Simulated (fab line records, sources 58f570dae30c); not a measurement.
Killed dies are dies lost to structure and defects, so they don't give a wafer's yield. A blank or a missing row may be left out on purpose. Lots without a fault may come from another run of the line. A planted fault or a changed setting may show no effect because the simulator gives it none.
One fault seen from 2 desks | flow berkeley_cmos170 | each desk has only its own numbers; what lay behind them comes last

THE METROLOGY DESK
What the gauges read, lot by lot, whatever tool the lot ran on: means of the sampled wafers that have a number. A lot is out of limits, marked OUT, if its mean lies more than 4 standard deviations from the usual mean; the brackets give that distance.
Columns: A = cd_nm at UCB170_M1_CD_MEAS_90, usual 701 nm
lot  | first seen here | A
L680 | day 7 15:46     | 703
L682 | day 7 18:34     | 701
L681 | day 7 18:53     | 702
L683 | day 8 00:45     | 701
L685 | day 8 17:11     | 700
L686 | day 8 19:24     | 704
L684 | day 8 20:22     | 701
L687 | day 8 20:54     | 698
L688 | day 9 02:22     | 703
L695 | day 10 07:01    | 685 (-5.2) OUT
L698 | day 10 18:35    | 700
L697 | day 10 18:40    | 693
L696 | day 10 18:46    | 710
L702 | day 11 19:06    | 701
This desk's finding: out of limits on L695; first on L695, day 10 07:01 (cd_nm at UCB170_M1_CD_MEAS_90). In limits: L680, L682, L681, L683, L685, L686, L684, L687, L688, L698, L697, L696, L702.

THE TOOL OWNER'S DESK: rie_metal-04
The tool's own readings at UCB170_M1_METAL_ETCH_12 (etches Al in Cl2/BCl3, stops on PSG, target depth 780 nm, time 130 s): means of the sampled wafers that have a number, for each lot that ran on this tool. A lot is out of limits, marked OUT, if its mean lies more than 4 standard deviations from the usual mean; the brackets give that distance.
Columns: A = bcl3_flow_sccm at UCB170_M1_METAL_ETCH_12, usual 45.04 sccm; B = drypump_motor_current_A at UCB170_M1_METAL_ETCH_12, usual 6.1 A; C = he_backside_leak_sccm at UCB170_M1_METAL_ETCH_12, usual 3.32 sccm; D = oes_product_au at UCB170_M1_METAL_ETCH_12, usual 0.855 a.u.; E = throttle_valve_pct at UCB170_M1_METAL_ETCH_12, usual 24.4 %
lot  | first seen here | A     | B   | C    | D                | E
L681 | day 7 18:39     | 44.98 | 5.6 | 3.94 | 0.845            | 24.2
L685 | day 8 16:52     | 44.96 | 5.6 | 3.17 | 0.843            | 24.2
L687 | day 8 20:39     | 45.11 | 6.2 | 3.21 | 0.864            | 24.0
L695 | day 10 06:47    | 45.04 | 6.8 | 3.48 | 0.738 (-9.8) OUT | 23.9
L697 | day 10 18:25    | 44.99 | 6.2 | 3.18 | 0.770 (-7.1) OUT | 24.1
This desk's finding: out of limits on L695, L697; first on L695, day 10 06:47 (oes_product_au at UCB170_M1_METAL_ETCH_12). In limits: L681, L685, L687.

PUT TOGETHER
The tool owner's desk could have raised an alarm at day 10 06:47, on L695, L697.
The metrology desk could have raised an alarm at day 10 07:01, on L695.
The metrology desk has L697 on record, within its limits.
Of the lots named, all ran UCB170_M1_METAL_ETCH_12 on rie_metal-04.

WHAT THE SIMULATOR HAD PUT IN
Process parameter drift: rie_metal-04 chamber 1, from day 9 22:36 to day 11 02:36, at UCB170_M1_METAL_ETCH_12. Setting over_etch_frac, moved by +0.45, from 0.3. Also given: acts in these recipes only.
Lots struck among those shown: L695, L697.
Hours from the fault's start to each desk's first reading out of limits: the tool owner's desk, 8; the metrology desk, 8.
